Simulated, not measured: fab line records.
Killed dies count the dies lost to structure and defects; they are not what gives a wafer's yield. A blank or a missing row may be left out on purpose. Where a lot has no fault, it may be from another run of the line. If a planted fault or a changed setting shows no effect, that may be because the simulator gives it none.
Which tool was responsible?    flow berkeleyCmos170    Sampling: 6 lots, 18 wafers, 4 of 331 route steps

== WHAT EACH GAUGE READ, for each wafer ==
UCB170_M3_BOW_MEAS_20.
lot   measured      on            M3_BOW (um)
L781  day 9 10:54   filmMetro-03  22 32 34
L791  day 11 14:55  filmMetro-04  35 41 35
L794  day 12 10:17  filmMetro-02  35 36 44
L797  day 13 00:43  filmMetro-04  29 28 43
L801  day 13 09:13  filmMetro-02  43 39 50
L800  day 13 13:51  filmMetro-04  30 39 32

== TOOL THAT RAN EACH LOT (tool first, then ch and the chambers of the sampled wafers, then the start) ==
lot   UCB170_V1_CLEAN_05              UCB170_V2_CMP_02               UCB170_M3_STRIP_19
L781  wetBench-02 ch 3, day 8 22:46   cmp-01 ch 1,2,3, day 9 03:44   plasmaAsher-03 ch 1, day 9 10:41
L791  wetBench-03 ch 3, day 11 04:21  cmp-01 ch 2,3, day 11 09:25    plasmaAsher-01 ch 0,1, day 11 14:38
L794  wetBench-03 ch 0, day 11 21:40  cmp-02 ch 0,2,3, day 12 05:07  plasmaAsher-04 ch 0,1, day 12 10:00
L797  wetBench-02 ch 0, day 12 13:14  cmp-01 ch 0,1,3, day 12 17:59  plasmaAsher-04 ch 0,1, day 13 00:29
L801  wetBench-01 ch 1, day 12 22:08  cmp-02 ch 2,3, day 13 03:29    plasmaAsher-04 ch 0,1, day 13 08:59
L800  wetBench-01 ch 1, day 13 02:34  cmp-02 ch 0,1,3, day 13 08:52  plasmaAsher-01 ch 0,1, day 13 13:38
- UCB170_V1_CLEAN_05: cleans in DIW.
- UCB170_V2_CMP_02: polishes SiO2.
- UCB170_M3_STRIP_19: strips in O2.

== THE ANSWER, worked out from the rows above alone ==
Rule: what is usual is taken from the lots themselves. Put in order of their means at a reading, lots are off if they are a third of the lots or fewer, leave a main group of 4 or more, and stand apart from it by a gap of 3 or more times the standard deviation of the main group's means; of several such gaps the widest counts. If all means in a main group match to the digits the tables above print for the reading, that group is not used. Also off: a lot with no number at a reading for which 4 or more lots have one. The other lots that the step has rows for count as sound.
None of the lots is off at any reading shown; this tells nothing.

== WHAT THE SIMULATOR HAD INSERTED ==
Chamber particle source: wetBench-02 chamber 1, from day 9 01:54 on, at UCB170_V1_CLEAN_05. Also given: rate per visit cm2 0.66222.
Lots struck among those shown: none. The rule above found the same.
